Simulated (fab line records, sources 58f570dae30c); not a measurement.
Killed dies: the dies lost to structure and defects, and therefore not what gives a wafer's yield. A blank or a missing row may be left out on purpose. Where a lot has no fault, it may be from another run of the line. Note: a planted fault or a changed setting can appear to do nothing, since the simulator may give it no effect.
A lot that was struck, set against a sound lot / flow berkeley-cmos170 / 16 out of 331 route steps
Sound: these wafers, L318.3, L318.4, L318.6. Struck: wafer L316.6 (L316.1, L316.3, from the same lot, were not struck and are left out); the cause is given at the end.
For every step that has rows: the tool of each side, followed by ch and its chambers, followed by its first start. Under that, the readings that differ: sound wafers / struck wafers / difference of the means / sigmas: that difference in standard deviations of wafers without a fault.
alike: same words and numbers on both sides, and readings whose means sit less than 2 such deviations apart. not compared: any withheld reading, any reading some wafer has no value for, any bound like >300 that may hide the same value, and any number with overlapping values for which the record gives no deviation.
Wherever a step has rows on one side only, a row that says differs or no value, or a row with sigmas, the two part there. Numbers that have no deviation but don't overlap get no sigmas and don't part them. Lack of a reading on every wafer of one side parts them only where that side has two or more wafers.

UCB170_V2_CMP_02: polishes SiO2.
  sound on cmp-01 ch 0,3, day 10 21:45; struck on cmp-02 ch 2, day 11 00:19
  alike: motor-current-A
UCB170_V2_BOW_MEAS_03:
  sound on film-metro-03 at day 10 22:05; struck on film-metro-02 at day 11 00:34
  alike: V2_BOW
UCB170_V2_THK_MEAS_04:
  sound on film-metro-03 at day 10 22:11; struck on film-metro-02 at day 11 00:41
  alike: V2_POLISHED_THK
then, 7 steps without rows for these wafers: UCB170_V2_CLEAN_05 (cleans in DIW); UCB170_V2_HMDS_06 (prime time 60 s); UCB170_V2_COAT_07 (resist thk 900 nm); UCB170_V2_SOFTBAKE_08 (time 60 s); UCB170_V2_EXPOSE_09 (exposes mask VIA2, target cd 700 nm); UCB170_V2_PEB_10; UCB170_V2_DEVELOP_11 (develop time 45 s).
UCB170_V2_CD_MEAS_12: target cd 700 nm.
  sound on cd-sem-01 at day 10 23:56; struck on cd-sem-01 at day 11 02:54
  alike: cd-nm
UCB170_V2_OVL_MEAS_13:
  sound on overlay-02 at day 11 00:02; struck on overlay-01 at day 11 03:01
  alike: V2_OVL
UCB170_V2_ETCH_14: etches SiO2 in CHF3/CF4/Ar, stops on Al, target depth 1250 nm, time 291 s.
  sound on rie-diel-04 ch 0,3, day 11 00:04; struck on rie-diel-03 ch 1, day 11 03:04
reading=rf-fwd-power-W (W); sound=698.7 698.4 699.2; struck=416.3; difference=-282.5; sigmas=-99 or more
reading=model.KrF_of_V2_COAT_07.thk-nm (nm); sound=612.6 613.5 613.2; struck=670.1; difference=+57.0; sigmas=
reading=model.V2.feature-depth-nm (nm); sound=998.1 999.8 1000; struck=962.3; difference=-37.0; sigmas=
reading=model.etch.depth-nm (nm); sound=998.1 999.8 1000; struck=962.3; difference=-37.0; sigmas=
  alike: drypump-motor-current-A, oes-product-au, throttle-valve-pct
  not compared: rf-hours-counter-h
UCB170_V2_STRIP_15: strips in O2.
  sound on plasma-asher-01 ch 0,1, day 11 00:16; struck on plasma-asher-04 ch 0, day 11 03:14
reading=strip-time-to-endpoint-s (s); sound=15.39 15.39 15.37; struck=16.70; difference=+1.32; sigmas=+12
  alike: drypump-motor-current-A, oes-product-au
  not compared: rf-hours-counter-h
UCB170_V2_CD_MEAS_90: target cd 700 nm.
  sound on cd-sem-02 at day 11 00:25; struck on cd-sem-02 at day 11 03:39
reading=cd-nm (nm); sound=701.3 700.3 700.2; struck=697.4; difference=-3.2; sigmas=-3
  not compared: hold
then, 1 step without rows for these wafers: UCB170_M3_PRE_CLEAN_00 (preclean etch time 60 s).

## WHERE THEY PART
Last at UCB170_V2_CD_MEAS_90 as far as this record goes, first at UCB170_V2_ETCH_14.

WHY: whatever the simulator had introduced
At UCB170_V2_ETCH_14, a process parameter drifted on rie-diel-03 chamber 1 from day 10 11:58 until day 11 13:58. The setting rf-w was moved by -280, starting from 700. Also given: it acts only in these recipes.
